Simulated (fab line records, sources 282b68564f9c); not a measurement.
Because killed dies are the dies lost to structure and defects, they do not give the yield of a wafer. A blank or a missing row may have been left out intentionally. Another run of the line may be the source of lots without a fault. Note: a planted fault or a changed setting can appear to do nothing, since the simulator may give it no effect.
Which of the tools did it? ; flow ritCmos ; 14 lots with 42 wafers sampled at 2 steps, on a route of 202 steps

== WHAT THE GAUGES SHOWED, per wafer ==
RIT_WELLDRIVE_RS_MEAS_02: a four-point-probe measurement. Usual: for PWELL_RS the level is 429.1 ohm/sq and the standard deviation is 1.2.
lot;measured;on;PWELL_RS (ohm/sq);flag
L393;day 2 15:14;filmMetro-04;430.8 429.7 431.3;
L394;day 2 15:15;filmMetro-01;429.2 428.6 429.4;
L396;day 3 00:04;filmMetro-04;429.1 428.6 428.8;
L397;day 3 05:01;filmMetro-01;428.1 428.1 428.7;
L398;day 3 08:13;filmMetro-02;428.6 431.0 429.8;
L399;day 3 14:54;filmMetro-02;428.9 426.8 426.8;
L400;day 3 20:54;filmMetro-04;427.1 428.5 427.0;
L402;day 4 03:47;filmMetro-01;429.3 429.1 428.7;
L401;day 4 05:16;filmMetro-01;416.7 417.4 417.0;OFF
L404;day 4 14:05;filmMetro-01;430.6 429.8 430.4;
L406;day 4 23:10;filmMetro-01;418.6 419.9 418.8;OFF
L410;day 5 21:25;filmMetro-04;428.9 429.2 428.4;
L412;day 6 08:26;filmMetro-01;429.7 428.8 431.1;
L415;day 6 22:26;filmMetro-04;429.8 429.0 429.9;

== EACH LOT AND THE TOOL THAT RAN IT (in order: tool; ch and the chambers of the sampled wafers; start) ==
lot;RIT_PWELL_IMPLANT_08
L393;implanter-04 ch 0, day 2 07:22
L394;implanter-02 ch 0, day 2 07:39
L396;implanter-02 ch 0, day 2 17:17
L397;implanter-04 ch 0, day 2 20:56
L398;implanter-03 ch 0, day 3 02:37
L399;implanter-02 ch 0, day 3 07:37
L400;implanter-02 ch 0, day 3 14:38
L402;implanter-03 ch 0, day 3 22:13
L401;implanter-02 ch 0, day 3 22:17
L404;implanter-04 ch 0, day 4 08:19
L406;implanter-02 ch 0, day 4 16:56
L410;implanter-04 ch 0, day 5 15:20
L412;implanter-03 ch 0, day 6 01:35
L415;implanter-04 ch 0, day 6 15:51
- RIT_PWELL_IMPLANT_08

== WHAT THE TOOLS THEMSELVES READ (means of the sampled wafers that have a number; where no wafer has one, the mark that the record gives instead) ==
RIT_PWELL_IMPLANT_08. Usual: beamEnergyKeV reads 169.99 (standard deviation 0.053).
lot;tool;beamEnergyKeV;flag
L393;implanter-04;169.98;
L394;implanter-02;169.98;
L396;implanter-02;169.91;
L397;implanter-04;170.01;
L398;implanter-03;170.04;
L399;implanter-02;170.02;
L400;implanter-02;169.92;
L402;implanter-03;170.09;
L401;implanter-02;220.95;OFF
L404;implanter-04;169.98;
L406;implanter-02;220.95;OFF
L410;implanter-04;169.98;
L412;implanter-03;170.02;
L415;implanter-04;170.03;

== THE ANSWER, worked out from the rows above alone ==
Rule: a lot is off if the mean of its wafers that have a number lies more than 3 standard deviations from the usual mean. A lot without any number at a reading at which 4 lots or more have one is off too. The other lots that the step has rows for count as sound. Order of review: gauges by route order, followed by the tools' own readings, for which a lot's mean as printed above is used. At the first step where some lot is off, the reading lying furthest off is the one used; lots without a number count as furthest.
Off: L401, L406, at RIT_WELLDRIVE_RS_MEAS_02 (PWELL_RS).
A tool fits if, at a process step before that reading, it ran every lot that is off, and no sound lot after the first of them. Not tried: the gauges at RIT_WELLDRIVE_RS_MEAS_02; whatever is off there is also off at RIT_PWELL_IMPLANT_08, on other tools, and gauge error can't account for it. One fits: RIT_PWELL_IMPLANT_08 on implanter-02. Its last sound lot is L400 (day 3 14:38), its first lot that is off L401 (day 3 22:17): a fault that began between those two fits.
On the lots that are off, the tool's own readings at RIT_PWELL_IMPLANT_08 differ by more than 5 times the standard deviation of the sound lots' means, which bears it out; beamEnergyKeV reads 220.95 there versus 170.00 on the sound lots.

== WHAT THE SIMULATOR HAD INSERTED ==
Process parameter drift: implanter-02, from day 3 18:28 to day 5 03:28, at RIT_PWELL_IMPLANT_08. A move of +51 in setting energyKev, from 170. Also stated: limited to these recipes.
Struck lots among those shown: L401, L406. Same finding as the rule above.
